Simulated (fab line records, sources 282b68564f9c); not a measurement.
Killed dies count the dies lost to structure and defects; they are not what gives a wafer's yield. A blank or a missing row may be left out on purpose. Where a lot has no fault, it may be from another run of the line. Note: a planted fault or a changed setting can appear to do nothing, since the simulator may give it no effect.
fab line records / flow rit-cmos
record lots=13 wafers=39 last-day=8
route steps=202 shown ACTIVE@1 PRETRO@70 PLDD@123 CONTACT@181 M1@202
lots that met no fault: from a run of the same line without faults
start-h: hours from the record's first day to the start of the lot's first wafer shown / wait-h: hours from the lot's prior step to this one / " same as the row above / L1.1+2: a row that stands for several wafers / - no value present, or no start provided / * or withheld: withheld / < > ~ a bound
route shown NAME@n: NAME is a module with steps in the file, n the number in the route of the first one / usual: average and standard deviation across the fault-free wafers / same: alike in all rows / chamber/n: place in a boat / sites: the reading at each site / _std_site: standard deviation of those values / _edge_site: outer sites' mean less inner sites' / radius-mm: for every site, how far away it sits from the centre of the wafer / mask NAME#n: copy n / behind: the most recent tool/chamber to have shaped the wafer / hold: reason for holding the lot/hours on hold/outcome of the hold / device: which transistor (n, p or np) failed to switch / end of line: tests of these same wafers at the route's end / for a step that has no rows: nothing shown but its recipe / killed: dies that structure and defects cost at the first sort, which is not the same as the wafer's yield / map: a wafer's dies, x killed, . not, _ none there
set.NAME: the setting that was run; set.NAME@STEP: the one run at that earlier step / model.NAME: the simulator's own value behind a step, which no gauge read
the route's steps for a sample of lots (tables are steps, rows are wafers)
services: a tool's chamber out of use, with start hour (start-h, from the record's first day; less than 0 if before it), hours out, and reason
## steps
# step RIT_ACTIVE_BOW_MEAS_00
# recipe mode=bow
# usual INCOMING_BOW=0/6.8
lot.wafer=L615.1 tool=film-metro-01 chamber=- start-h=15.00 wait-h=- INCOMING_BOW[um]=-5
lot.wafer=L615.2 tool=film-metro-01 chamber=- start-h=15.00 wait-h=- INCOMING_BOW[um]=-9
lot.wafer=L615.4 tool=film-metro-01 chamber=- start-h=15.00 wait-h=- INCOMING_BOW[um]=1
lot.wafer=L616.2 tool=film-metro-02 chamber=- start-h=20.02 wait-h=- INCOMING_BOW[um]=0
lot.wafer=L616.3 tool=film-metro-02 chamber=- start-h=20.02 wait-h=- INCOMING_BOW[um]=6
lot.wafer=L616.4 tool=film-metro-02 chamber=- start-h=20.02 wait-h=- INCOMING_BOW[um]=9
lot.wafer=L617.4 tool=film-metro-04 chamber=- start-h=25.06 wait-h=- INCOMING_BOW[um]=1
lot.wafer=L617.5 tool=film-metro-04 chamber=- start-h=25.06 wait-h=- INCOMING_BOW[um]=3
lot.wafer=L617.6 tool=film-metro-04 chamber=- start-h=25.06 wait-h=- INCOMING_BOW[um]=-7
lot.wafer=L618.1 tool=film-metro-04 chamber=- start-h=30.00 wait-h=- INCOMING_BOW[um]=0
lot.wafer=L618.3 tool=film-metro-04 chamber=- start-h=30.00 wait-h=- INCOMING_BOW[um]=14
lot.wafer=L618.6 tool=film-metro-04 chamber=- start-h=30.00 wait-h=- INCOMING_BOW[um]=5
lot.wafer=L620.3 tool=film-metro-01 chamber=- start-h=40.04 wait-h=- INCOMING_BOW[um]=6
lot.wafer=L620.4 tool=film-metro-01 chamber=- start-h=40.04 wait-h=- INCOMING_BOW[um]=-9
lot.wafer=L620.6 tool=film-metro-01 chamber=- start-h=40.04 wait-h=- INCOMING_BOW[um]=-3
lot.wafer=L623.1 tool=film-metro-02 chamber=- start-h=55.00 wait-h=- INCOMING_BOW[um]=5
lot.wafer=L623.5 tool=film-metro-02 chamber=- start-h=55.00 wait-h=- INCOMING_BOW[um]=-1
lot.wafer=L623.6 tool=film-metro-02 chamber=- start-h=55.00 wait-h=- INCOMING_BOW[um]=3
lot.wafer=L624.1 tool=film-metro-04 chamber=- start-h=60.00 wait-h=- INCOMING_BOW[um]=5
lot.wafer=L624.4 tool=film-metro-04 chamber=- start-h=60.00 wait-h=- INCOMING_BOW[um]=-7
lot.wafer=L624.6 tool=film-metro-04 chamber=- start-h=60.00 wait-h=- INCOMING_BOW[um]=-2
lot.wafer=L627.4 tool=film-metro-04 chamber=- start-h=75.06 wait-h=- INCOMING_BOW[um]=3
lot.wafer=L627.5 tool=film-metro-04 chamber=- start-h=75.06 wait-h=- INCOMING_BOW[um]=3
lot.wafer=L627.6 tool=film-metro-04 chamber=- start-h=75.06 wait-h=- INCOMING_BOW[um]=-9
lot.wafer=L628.2 tool=film-metro-02 chamber=- start-h=80.02 wait-h=- INCOMING_BOW[um]=-9
lot.wafer=L628.3 tool=film-metro-02 chamber=- start-h=80.02 wait-h=- INCOMING_BOW[um]=2
lot.wafer=L628.4 tool=film-metro-02 chamber=- start-h=80.02 wait-h=- INCOMING_BOW[um]=4
lot.wafer=L632.3 tool=film-metro-02 chamber=- start-h=100.04 wait-h=- INCOMING_BOW[um]=9
lot.wafer=L632.5 tool=film-metro-02 chamber=- start-h=100.04 wait-h=- INCOMING_BOW[um]=4
lot.wafer=L632.6 tool=film-metro-02 chamber=- start-h=100.04 wait-h=- INCOMING_BOW[um]=-10
lot.wafer=L633.4 tool=film-metro-02 chamber=- start-h=105.06 wait-h=- INCOMING_BOW[um]=4
lot.wafer=L633.5 tool=film-metro-02 chamber=- start-h=105.06 wait-h=- INCOMING_BOW[um]=11
lot.wafer=L633.6 tool=film-metro-02 chamber=- start-h=105.06 wait-h=- INCOMING_BOW[um]=9
lot.wafer=L636.4 tool=film-metro-02 chamber=- start-h=120.06 wait-h=- INCOMING_BOW[um]=-3
lot.wafer=L636.5 tool=film-metro-02 chamber=- start-h=120.06 wait-h=- INCOMING_BOW[um]=-6
lot.wafer=L636.6 tool=film-metro-02 chamber=- start-h=120.06 wait-h=- INCOMING_BOW[um]=8
lot.wafer=L637.1 tool=film-metro-04 chamber=- start-h=125.00 wait-h=- INCOMING_BOW[um]=0
lot.wafer=L637.4 tool=film-metro-04 chamber=- start-h=125.00 wait-h=- INCOMING_BOW[um]=7
lot.wafer=L637.6 tool=film-metro-04 chamber=- start-h=125.00 wait-h=- INCOMING_BOW[um]=3
# step RIT_PRETRO_OVL_MEAS_06
# usual PRETRO_OVL=-0.7/1.5
lot.wafer=L615.1 tool=overlay-01 chamber=- start-h=38.18 wait-h=- PRETRO_OVL[nm]=3.2
lot.wafer=L615.2 tool=overlay-01 chamber=- start-h=38.18 wait-h=- PRETRO_OVL[nm]=1.8
lot.wafer=L615.4 tool=overlay-01 chamber=- start-h=38.18 wait-h=- PRETRO_OVL[nm]=1.4
lot.wafer=L616.2 tool=overlay-01 chamber=- start-h=43.53 wait-h=- PRETRO_OVL[nm]=1.0
lot.wafer=L616.3 tool=overlay-01 chamber=- start-h=43.53 wait-h=- PRETRO_OVL[nm]=-0.3
lot.wafer=L616.4 tool=overlay-01 chamber=- start-h=43.53 wait-h=- PRETRO_OVL[nm]=0.2
lot.wafer=L617.4 tool=overlay-01 chamber=- start-h=48.50 wait-h=- PRETRO_OVL[nm]=-2.5
lot.wafer=L617.5 tool=overlay-01 chamber=- start-h=48.50 wait-h=- PRETRO_OVL[nm]=-2.7
lot.wafer=L617.6 tool=overlay-01 chamber=- start-h=48.50 wait-h=- PRETRO_OVL[nm]=-3.5
lot.wafer=L618.1 tool=overlay-02 chamber=- start-h=51.68 wait-h=- PRETRO_OVL[nm]=-1.3
lot.wafer=L618.3 tool=overlay-02 chamber=- start-h=51.68 wait-h=- PRETRO_OVL[nm]=-0.8
lot.wafer=L618.6 tool=overlay-02 chamber=- start-h=51.68 wait-h=- PRETRO_OVL[nm]=-0.6
lot.wafer=L620.3 tool=overlay-02 chamber=- start-h=63.23 wait-h=- PRETRO_OVL[nm]=-1.9
lot.wafer=L620.4 tool=overlay-02 chamber=- start-h=63.23 wait-h=- PRETRO_OVL[nm]=-1.2
lot.wafer=L620.6 tool=overlay-02 chamber=- start-h=63.23 wait-h=- PRETRO_OVL[nm]=-0.8
lot.wafer=L623.1 tool=overlay-02 chamber=- start-h=81.72 wait-h=- PRETRO_OVL[nm]=-2.1
lot.wafer=L623.5 tool=overlay-02 chamber=- start-h=81.72 wait-h=- PRETRO_OVL[nm]=-3.9
lot.wafer=L623.6 tool=overlay-02 chamber=- start-h=81.72 wait-h=- PRETRO_OVL[nm]=-2.6
lot.wafer=L624.1 tool=overlay-02 chamber=- start-h=82.03 wait-h=- PRETRO_OVL[nm]=-3.0
lot.wafer=L624.4 tool=overlay-02 chamber=- start-h=82.03 wait-h=- PRETRO_OVL[nm]=-1.0
lot.wafer=L624.6 tool=overlay-02 chamber=- start-h=82.03 wait-h=- PRETRO_OVL[nm]=-2.7
lot.wafer=L627.4 tool=overlay-01 chamber=- start-h=106.73 wait-h=- PRETRO_OVL[nm]=1.9
lot.wafer=L627.5 tool=overlay-01 chamber=- start-h=106.73 wait-h=- PRETRO_OVL[nm]=2.6
lot.wafer=L627.6 tool=overlay-01 chamber=- start-h=106.73 wait-h=- PRETRO_OVL[nm]=0.3
lot.wafer=L628.2 tool=overlay-01 chamber=- start-h=112.21 wait-h=- PRETRO_OVL[nm]=0.0
lot.wafer=L628.3 tool=overlay-01 chamber=- start-h=112.21 wait-h=- PRETRO_OVL[nm]=-0.4
lot.wafer=L628.4 tool=overlay-01 chamber=- start-h=112.21 wait-h=- PRETRO_OVL[nm]=-0.3
lot.wafer=L632.3 tool=overlay-01 chamber=- start-h=136.03 wait-h=- PRETRO_OVL[nm]=-1.4
lot.wafer=L632.5 tool=overlay-01 chamber=- start-h=136.03 wait-h=- PRETRO_OVL[nm]=-0.2
lot.wafer=L632.6 tool=overlay-01 chamber=- start-h=136.03 wait-h=- PRETRO_OVL[nm]=-2.2
lot.wafer=L633.4 tool=overlay-01 chamber=- start-h=140.58 wait-h=- PRETRO_OVL[nm]=1.2
lot.wafer=L633.5 tool=overlay-01 chamber=- start-h=140.58 wait-h=- PRETRO_OVL[nm]=0.8
lot.wafer=L633.6 tool=overlay-01 chamber=- start-h=140.58 wait-h=- PRETRO_OVL[nm]=0.7
lot.wafer=L637.1 tool=overlay-01 chamber=- start-h=149.74 wait-h=- PRETRO_OVL[nm]=0.3
lot.wafer=L637.4 tool=overlay-01 chamber=- start-h=149.74 wait-h=- PRETRO_OVL[nm]=0.4
lot.wafer=L637.6 tool=overlay-01 chamber=- start-h=149.74 wait-h=- PRETRO_OVL[nm]=-0.6
lot.wafer=L636.4 tool=overlay-01 chamber=- start-h=151.06 wait-h=- PRETRO_OVL[nm]=-1.9
lot.wafer=L636.5 tool=overlay-01 chamber=- start-h=151.06 wait-h=- PRETRO_OVL[nm]=-2.0
lot.wafer=L636.6 tool=overlay-01 chamber=- start-h=151.06 wait-h=- PRETRO_OVL[nm]=-1.5
# step RIT_PLDD_STRIP_09
# recipe chemistry=O2 time-s=180 resist=NOVOLAK platen-temp-c=withheld power-w=500 pressure-mtorr=4000 o2-flow-sccm=4000
# usual drypump-motor-current-A=5.8/0.59 run-length-s=208.3/0.43
lot.wafer=L615.1 tool=plasma-asher-04 chamber=0 start-h=52.90 wait-h=0.1 drypump-motor-current-A=5.3 rf-hours-counter-h=37 run-length-s=208.4
lot.wafer=L615.2 tool=plasma-asher-04 chamber=1 start-h=52.90 wait-h=0.1 drypump-motor-current-A=5.2 rf-hours-counter-h=37 run-length-s=208.5
lot.wafer=L615.4 tool=plasma-asher-04 chamber=1 start-h=52.90 wait-h=0.1 drypump-motor-current-A=5.2 rf-hours-counter-h=- run-length-s=208.8
lot.wafer=L616.2 tool=plasma-asher-04 chamber=0 start-h=58.94 wait-h=0.1 drypump-motor-current-A=5.3 rf-hours-counter-h=37 run-length-s=207.9
lot.wafer=L616.3 tool=plasma-asher-04 chamber=1 start-h=58.94 wait-h=0.1 drypump-motor-current-A=5.1 rf-hours-counter-h=- run-length-s=208.6
lot.wafer=L616.4 tool=plasma-asher-04 chamber=0 start-h=58.94 wait-h=0.1 drypump-motor-current-A=5.3 rf-hours-counter-h=- run-length-s=208.7
lot.wafer=L617.4 tool=plasma-asher-02 chamber=1 start-h=61.34 wait-h=0.1 drypump-motor-current-A=6.3 rf-hours-counter-h=- run-length-s=207.7
lot.wafer=L617.5 tool=plasma-asher-02 chamber=0 start-h=61.34 wait-h=0.1 drypump-motor-current-A=6.6 rf-hours-counter-h=- run-length-s=208.2
lot.wafer=L617.6 tool=plasma-asher-02 chamber=1 start-h=61.34 wait-h=0.1 drypump-motor-current-A=6.3 rf-hours-counter-h=- run-length-s=208.0
lot.wafer=L618.1 tool=plasma-asher-02 chamber=0 start-h=65.75 wait-h=0.1 drypump-motor-current-A=6.6 rf-hours-counter-h=44 run-length-s=208.2
lot.wafer=L618.3 tool=plasma-asher-02 chamber=1 start-h=65.75 wait-h=0.1 drypump-motor-current-A=6.3 rf-hours-counter-h=- run-length-s=207.6
lot.wafer=L618.6 tool=plasma-asher-02 chamber=0 start-h=65.75 wait-h=0.1 drypump-motor-current-A=6.6 rf-hours-counter-h=- run-length-s=207.9
lot.wafer=L620.3 tool=plasma-asher-04 chamber=1 start-h=76.69 wait-h=0.1 drypump-motor-current-A=5.2 rf-hours-counter-h=- run-length-s=208.6
lot.wafer=L620.4 tool=plasma-asher-04 chamber=0 start-h=76.69 wait-h=0.1 drypump-motor-current-A=5.3 rf-hours-counter-h=- run-length-s=207.9
lot.wafer=L620.6 tool=plasma-asher-04 chamber=1 start-h=76.69 wait-h=0.1 drypump-motor-current-A=5.2 rf-hours-counter-h=- run-length-s=209.1
lot.wafer=L623.1 tool=plasma-asher-02 chamber=0 start-h=97.25 wait-h=0.1 drypump-motor-current-A=6.6 rf-hours-counter-h=47 run-length-s=207.9
lot.wafer=L623.5 tool=plasma-asher-02 chamber=1 start-h=97.25 wait-h=0.1 drypump-motor-current-A=6.3 rf-hours-counter-h=- run-length-s=207.6
lot.wafer=L623.6 tool=plasma-asher-02 chamber=0 start-h=97.25 wait-h=0.1 drypump-motor-current-A=6.6 rf-hours-counter-h=- run-length-s=208.0
lot.wafer=L624.1 tool=plasma-asher-04 chamber=1 start-h=97.49 wait-h=0.1 drypump-motor-current-A=5.2 rf-hours-counter-h=42 run-length-s=208.9
lot.wafer=L624.4 tool=plasma-asher-04 chamber=0 start-h=97.49 wait-h=0.1 drypump-motor-current-A=5.3 rf-hours-counter-h=- run-length-s=207.9
lot.wafer=L624.6 tool=plasma-asher-04 chamber=1 start-h=97.49 wait-h=0.1 drypump-motor-current-A=5.2 rf-hours-counter-h=- run-length-s=208.4
lot.wafer=L627.4 tool=plasma-asher-02 chamber=0 start-h=131.88 wait-h=0.1 drypump-motor-current-A=6.6 rf-hours-counter-h=- run-length-s=72.1
lot.wafer=L627.5 tool=plasma-asher-02 chamber=0 start-h=131.88 wait-h=0.1 drypump-motor-current-A=6.6 rf-hours-counter-h=- run-length-s=72.3
lot.wafer=L627.6 tool=plasma-asher-02 chamber=1 start-h=131.88 wait-h=0.1 drypump-motor-current-A=6.3 rf-hours-counter-h=- run-length-s=72.3
lot.wafer=L628.2 tool=plasma-asher-03 chamber=1 start-h=134.26 wait-h=0.1 drypump-motor-current-A=6.4 rf-hours-counter-h=30 run-length-s=208.2
lot.wafer=L628.3 tool=plasma-asher-03 chamber=1 start-h=134.26 wait-h=0.1 drypump-motor-current-A=6.4 rf-hours-counter-h=- run-length-s=208.0
lot.wafer=L628.4 tool=plasma-asher-03 chamber=0 start-h=134.26 wait-h=0.1 drypump-motor-current-A=6.0 rf-hours-counter-h=- run-length-s=209.1
lot.wafer=L632.3 tool=plasma-asher-04 chamber=1 start-h=151.40 wait-h=0.1 drypump-motor-current-A=5.2 rf-hours-counter-h=- run-length-s=209.3
lot.wafer=L632.5 tool=plasma-asher-04 chamber=0 start-h=151.40 wait-h=0.1 drypump-motor-current-A=5.3 rf-hours-counter-h=- run-length-s=208.4
lot.wafer=L632.6 tool=plasma-asher-04 chamber=1 start-h=151.40 wait-h=0.1 drypump-motor-current-A=5.2 rf-hours-counter-h=- run-length-s=208.6
lot.wafer=L633.4 tool=plasma-asher-04 chamber=1 start-h=157.66 wait-h=0.1 drypump-motor-current-A=5.2 rf-hours-counter-h=- run-length-s=208.4
lot.wafer=L633.5 tool=plasma-asher-04 chamber=0 start-h=157.66 wait-h=0.1 drypump-motor-current-A=5.3 rf-hours-counter-h=- run-length-s=208.3
lot.wafer=L633.6 tool=plasma-asher-04 chamber=1 start-h=157.66 wait-h=0.1 drypump-motor-current-A=5.1 rf-hours-counter-h=- run-length-s=209.0
lot.wafer=L637.1 tool=plasma-asher-04 chamber=1 start-h=163.98 wait-h=0.1 drypump-motor-current-A=5.2 rf-hours-counter-h=49 run-length-s=208.5
lot.wafer=L637.4 tool=plasma-asher-04 chamber=1 start-h=163.98 wait-h=0.1 drypump-motor-current-A=5.2 rf-hours-counter-h=- run-length-s=208.5
lot.wafer=L637.6 tool=plasma-asher-04 chamber=1 start-h=163.98 wait-h=0.1 drypump-motor-current-A=5.2 rf-hours-counter-h=- run-length-s=208.8
lot.wafer=L636.4 tool=plasma-asher-03 chamber=1 start-h=164.31 wait-h=0.1 drypump-motor-current-A=6.4 rf-hours-counter-h=- run-length-s=207.6
lot.wafer=L636.5 tool=plasma-asher-03 chamber=1 start-h=164.31 wait-h=0.1 drypump-motor-current-A=6.4 rf-hours-counter-h=- run-length-s=207.7
lot.wafer=L636.6 tool=plasma-asher-03 chamber=0 start-h=164.31 wait-h=0.1 drypump-motor-current-A=6.0 rf-hours-counter-h=- run-length-s=208.5
# step RIT_CONTACT_CD_MEAS_90
# recipe target-cd-nm=1000
# usual cd-nm=1000.1/2.5
lot.wafer=L615.1 tool=cd-sem-01 chamber=- start-h=62.26 wait-h=0.1 cd-nm=1000.7
lot.wafer=L615.2 tool=cd-sem-01 chamber=- start-h=62.26 wait-h=0.1 cd-nm=998.2
lot.wafer=L615.4 tool=cd-sem-01 chamber=- start-h=62.26 wait-h=0.1 cd-nm=1002.3
lot.wafer=L616.2 tool=cd-sem-01 chamber=- start-h=67.93 wait-h=0.1 cd-nm=1002.1
lot.wafer=L616.3 tool=cd-sem-01 chamber=- start-h=67.93 wait-h=0.1 cd-nm=1001.7
lot.wafer=L616.4 tool=cd-sem-01 chamber=- start-h=67.93 wait-h=0.1 cd-nm=1001.9
lot.wafer=L617.4 tool=cd-sem-01 chamber=- start-h=70.30 wait-h=0.1 cd-nm=998.4
lot.wafer=L617.5 tool=cd-sem-01 chamber=- start-h=70.30 wait-h=0.1 cd-nm=997.5
lot.wafer=L617.6 tool=cd-sem-01 chamber=- start-h=70.30 wait-h=0.1 cd-nm=998.2
lot.wafer=L618.1 tool=cd-sem-01 chamber=- start-h=74.90 wait-h=0.1 cd-nm=997.5
lot.wafer=L618.3 tool=cd-sem-01 chamber=- start-h=74.90 wait-h=0.1 cd-nm=995.6
lot.wafer=L618.6 tool=cd-sem-01 chamber=- start-h=74.90 wait-h=0.1 cd-nm=996.7
lot.wafer=L620.3 tool=cd-sem-02 chamber=- start-h=85.61 wait-h=0.1 cd-nm=1001.3
lot.wafer=L620.4 tool=cd-sem-02 chamber=- start-h=85.61 wait-h=0.1 cd-nm=1001.2
lot.wafer=L620.6 tool=cd-sem-02 chamber=- start-h=85.61 wait-h=0.1 cd-nm=1003.9
lot.wafer=L623.1 tool=cd-sem-02 chamber=- start-h=106.39 wait-h=0.1 cd-nm=1003.8
lot.wafer=L623.5 tool=cd-sem-02 chamber=- start-h=106.39 wait-h=0.1 cd-nm=1004.2
lot.wafer=L623.6 tool=cd-sem-02 chamber=- start-h=106.39 wait-h=0.1 cd-nm=1004.4
lot.wafer=L624.1 tool=cd-sem-01 chamber=- start-h=106.69 wait-h=0.1 cd-nm=1001.3
lot.wafer=L624.4 tool=cd-sem-01 chamber=- start-h=106.69 wait-h=0.1 cd-nm=1001.5
lot.wafer=L624.6 tool=cd-sem-01 chamber=- start-h=106.69 wait-h=0.1 cd-nm=1000.3
lot.wafer=L628.2 tool=cd-sem-01 chamber=- start-h=145.01 wait-h=0.1 cd-nm=1000.6
lot.wafer=L628.3 tool=cd-sem-01 chamber=- start-h=145.01 wait-h=0.1 cd-nm=1001.0
lot.wafer=L628.4 tool=cd-sem-01 chamber=- start-h=145.01 wait-h=0.1 cd-nm=1002.5
lot.wafer=L632.3 tool=cd-sem-01 chamber=- start-h=160.60 wait-h=0.1 cd-nm=999.7
lot.wafer=L632.5 tool=cd-sem-01 chamber=- start-h=160.60 wait-h=0.1 cd-nm=1000.6
lot.wafer=L632.6 tool=cd-sem-01 chamber=- start-h=160.60 wait-h=0.1 cd-nm=999.2
lot.wafer=L633.4 tool=cd-sem-02 chamber=- start-h=167.33 wait-h=0.1 cd-nm=998.6
lot.wafer=L633.5 tool=cd-sem-02 chamber=- start-h=167.33 wait-h=0.1 cd-nm=1001.3
lot.wafer=L633.6 tool=cd-sem-02 chamber=- start-h=167.33 wait-h=0.1 cd-nm=1001.8
lot.wafer=L637.1 tool=cd-sem-01 chamber=- start-h=172.79 wait-h=0.1 cd-nm=1005.7
lot.wafer=L637.4 tool=cd-sem-01 chamber=- start-h=172.79 wait-h=0.1 cd-nm=1001.6
lot.wafer=L637.6 tool=cd-sem-01 chamber=- start-h=172.79 wait-h=0.1 cd-nm=1002.8
lot.wafer=L636.4 tool=cd-sem-02 chamber=- start-h=175.04 wait-h=0.1 cd-nm=1000.1
lot.wafer=L636.5 tool=cd-sem-02 chamber=- start-h=175.04 wait-h=0.1 cd-nm=998.6
lot.wafer=L636.6 tool=cd-sem-02 chamber=- start-h=175.04 wait-h=0.1 cd-nm=999.7
# step RIT_M1_PROBE_99
# usual killed_at_M0_to_M3=0.0/0.12 killed-at-contacts=0.1/0.23 killed-at-front-end=6.6/2.9 killed-dies=6.7/3 killed-on-rim=1.7/1.4 killed-open=3.5/2.1 killed-short=3.2/1.8
# same gross-dies=264 killed_at_M4_up=0 killed-at-back-side=0 killed-at-other=0
lot.wafer=L623.1 tool=prober-01 chamber=- start-h=111.01 wait-h=0.1 killed_at_M0_to_M3=0 killed-at-contacts=0 killed-at-front-end=11 killed-dies=11 killed-on-rim=2 killed-open=6 killed-short=5
lot.wafer=L623.5 tool=prober-01 chamber=- start-h=111.21 wait-h=0.2 killed_at_M0_to_M3=0 killed-at-contacts=0 killed-at-front-end=2 killed-dies=2 killed-on-rim=2 killed-open=2 killed-short=0
lot.wafer=L623.6 tool=prober-01 chamber=- start-h=111.26 wait-h=0.2 killed_at_M0_to_M3=0 killed-at-contacts=0 killed-at-front-end=6 killed-dies=6 killed-on-rim=2 killed-open=3 killed-short=3
lot.wafer=L627.4 tool=prober-01 chamber=- start-h=147.24 wait-h=0.2 killed_at_M0_to_M3=0 killed-at-contacts=0 killed-at-front-end=264 killed-dies=264 killed-on-rim=70 killed-open=2 killed-short=1
lot.wafer=L627.5 tool=prober-01 chamber=- start-h=147.29 wait-h=0.2 killed_at_M0_to_M3=0 killed-at-contacts=0 killed-at-front-end=264 killed-dies=264 killed-on-rim=70 killed-open=3 killed-short=5
lot.wafer=L627.6 tool=prober-01 chamber=- start-h=147.34 wait-h=0.2 killed_at_M0_to_M3=0 killed-at-contacts=0 killed-at-front-end=264 killed-dies=264 killed-on-rim=70 killed-open=2 killed-short=3
lot.wafer=L628.2 tool=prober-01 chamber=- start-h=150.23 wait-h=0.1 killed_at_M0_to_M3=0 killed-at-contacts=0 killed-at-front-end=12 killed-dies=12 killed-on-rim=2 killed-open=5 killed-short=7
lot.wafer=L628.3 tool=prober-01 chamber=- start-h=150.28 wait-h=0.2 killed_at_M0_to_M3=0 killed-at-contacts=0 killed-at-front-end=6 killed-dies=6 killed-on-rim=1 killed-open=5 killed-short=1
lot.wafer=L628.4 tool=prober-01 chamber=- start-h=150.33 wait-h=0.2 killed_at_M0_to_M3=0 killed-at-contacts=0 killed-at-front-end=10 killed-dies=10 killed-on-rim=2 killed-open=2 killed-short=8
lot.wafer=L632.3 tool=prober-02 chamber=- start-h=172.76 wait-h=0.2 killed_at_M0_to_M3=0 killed-at-contacts=0 killed-at-front-end=12 killed-dies=12 killed-on-rim=2 killed-open=7 killed-short=5
lot.wafer=L632.5 tool=prober-02 chamber=- start-h=172.86 wait-h=0.2 killed_at_M0_to_M3=0 killed-at-contacts=1 killed-at-front-end=10 killed-dies=11 killed-on-rim=4 killed-open=8 killed-short=3
lot.wafer=L632.6 tool=prober-02 chamber=- start-h=172.91 wait-h=0.2 killed_at_M0_to_M3=0 killed-at-contacts=0 killed-at-front-end=9 killed-dies=9 killed-on-rim=2 killed-open=3 killed-short=6
lot.wafer=L633.4 tool=prober-02 chamber=- start-h=173.11 wait-h=0.5 killed_at_M0_to_M3=0 killed-at-contacts=0 killed-at-front-end=5 killed-dies=5 killed-on-rim=1 killed-open=3 killed-short=2
lot.wafer=L633.5 tool=prober-02 chamber=- start-h=173.16 wait-h=0.5 killed_at_M0_to_M3=0 killed-at-contacts=0 killed-at-front-end=7 killed-dies=7 killed-on-rim=2 killed-open=4 killed-short=3
lot.wafer=L633.6 tool=prober-02 chamber=- start-h=173.21 wait-h=0.6 killed_at_M0_to_M3=0 killed-at-contacts=0 killed-at-front-end=4 killed-dies=4 killed-on-rim=1 killed-open=2 killed-short=2
lot.wafer=L637.1 tool=prober-02 chamber=- start-h=177.62 wait-h=0.1 killed_at_M0_to_M3=0 killed-at-contacts=0 killed-at-front-end=8 killed-dies=8 killed-on-rim=3 killed-open=5 killed-short=3
lot.wafer=L637.4 tool=prober-02 chamber=- start-h=177.77 wait-h=0.2 killed_at_M0_to_M3=0 killed-at-contacts=0 killed-at-front-end=6 killed-dies=6 killed-on-rim=0 killed-open=2 killed-short=4
lot.wafer=L637.6 tool=prober-02 chamber=- start-h=177.87 wait-h=0.2 killed_at_M0_to_M3=0 killed-at-contacts=0 killed-at-front-end=6 killed-dies=6 killed-on-rim=2 killed-open=1 killed-short=5
# killed by level:class
L623.1 FOX1:geometric-particle:open=3 FOX1:geometric-particle:short=2 GATE:geometric-particle:short=2 GATE:geometric-particle:open=1 REOX:geometric-particle:open=1 SPACER:geometric-particle:open=1 SILICIDE:geometric-particle:short=1
L623.5 REOX:geometric-particle:open=2
L623.6 FOX1:geometric-particle:short=2 REOX:geometric-particle:open=2 GATE:geometric-particle:short=1 SPACER:geometric-particle:open=1
L627.4 SPACER:area-cvd=261 FOX1:geometric-particle:open=1 SPACER:geometric-particle:short=1 SPACER:geometric-particle:open=1
L627.5 SPACER:area-cvd=256 SPACER:geometric-particle:short=2 SILICIDE:geometric-particle:short=2 FOX2:geometric-particle:open=1 GATE:geometric-particle:open=1 REOX:geometric-particle:open=1 REOX:geometric-particle:short=1
L627.6 SPACER:area-cvd=259 FOX1:geometric-particle:short=1 FOX2:geometric-particle:short=1 SILICIDE:geometric-particle:open=1 REOX:geometric-particle:open=1 SPACER:geometric-particle:short=1
L628.2 GATE:geometric-particle:open=4 REOX:geometric-particle:short=3 SPACER:geometric-particle:short=2 FOX1:geometric-particle:open=1 GATE:geometric-particle:short=1 SILICIDE:geometric-particle:short=1
L628.3 GATE:geometric-particle:open=3 FOX1:geometric-particle:open=1 FOX1:geometric-particle:short=1 SILICIDE:geometric-particle:open=1
L628.4 REOX:geometric-particle:short=3 FOX2:geometric-particle:short=2 FOX1:geometric-particle:open=1 FOX1:geometric-particle:short=1 GATE:geometric-particle:short=1 GATE:geometric-particle:open=1 SPACER:geometric-particle:short=1
L632.3 GATE:geometric-particle:open=3 SILICIDE:geometric-particle:short=2 GATE:geometric-particle:short=2 REOX:geometric-particle:open=2 FOX1:geometric-particle:short=1 FOX2:geometric-particle:open=1 SILICIDE:geometric-particle:open=1
L632.5 GATE:geometric-particle:open=4 FOX1:geometric-particle:open=3 SILICIDE:geometric-particle:short=2 FOX1:geometric-particle:short=1 CONTACT:geometric-particle:open=1
L632.6 FOX1:geometric-particle:short=2 GATE:geometric-particle:open=2 SILICIDE:geometric-particle:short=2 REOX:geometric-particle:short=1 SPACER:geometric-particle:short=1 SILICIDE:geometric-particle:open=1
L633.4 FOX1:geometric-particle:short=1 FOX1:geometric-particle:open=1 REOX:geometric-particle:open=1 REOX:geometric-particle:short=1 SPACER:geometric-particle:open=1
L633.5 GATE:geometric-particle:open=1 REOX:geometric-particle:open=1 REOX:geometric-particle:short=1 SPACER:geometric-particle:short=1 SPACER:geometric-particle:open=1 SILICIDE:geometric-particle:open=1 SILICIDE:geometric-particle:short=1
L633.6 REOX:geometric-particle:short=2 GATE:geometric-particle:open=1 REOX:geometric-particle:open=1
L637.1 SILICIDE:geometric-particle:open=3 GATE:geometric-particle:open=2 GATE:geometric-particle:short=2 SILICIDE:geometric-particle:short=1
L637.4 GATE:geometric-particle:open=2 SILICIDE:geometric-particle:short=2 ACTIVE:geometric-particle:short=1 SPACER:geometric-particle:short=1
L637.6 SPACER:geometric-particle:short=3 GATE:geometric-particle:short=1 REOX:geometric-particle:open=1 SILICIDE:geometric-particle:short=1
## services
tool=plasma-asher-02 chamber=- start-h=39.68 hours=0.8 kind=repair
tool=plasma-asher-03 chamber=- start-h=42.53 hours=45.4 kind=repair
tool=plasma-asher-02 chamber=- start-h=111.76 hours=0.5 kind=repair
tool=plasma-asher-02 chamber=- start-h=127.91 hours=2.8 kind=pm
## key
first-sign step=RIT_PLDD_STRIP_09 reading=run-length-s direction=down sigmas=99+ usual=* struck=*
effect step=RIT_M1_PROBE_99 reading=killed-at-front-end direction=up sigmas=87 usual=6.6 struck=264
more-kills-born-at RIT_SPACER_CVD_03@lpcvd-01=776
met-at RIT_PLDD_STRIP_09
struck-lots L627
later-rows-left-out L627.4,L627.5,L627.6
tester-left-out L627
not-acting-at RIT_ACTIVE_BOW_MEAS_00,RIT_PRETRO_OVL_MEAS_06,RIT_CONTACT_CD_MEAS_90
onset-between 97.25 131.88
fault kind=strip-aborted tool=plasma-asher-02 chamber=- onset-h=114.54 steps=RIT_PLDD_STRIP_09 offset=0.6 end-h=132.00
# tester-left-out: of these lots the tester's yield and bins aren't shown, on N5 and GAA mostly nor the transistor test; their killed dies are dies lost to structure and defects alone, not to doping, threshold or leakage, so they don't give the yield
# later-rows-left-out: the simulator's readings of these wafers behind a module that went badly wrong aren't trusted and aren't shown, but for the sort
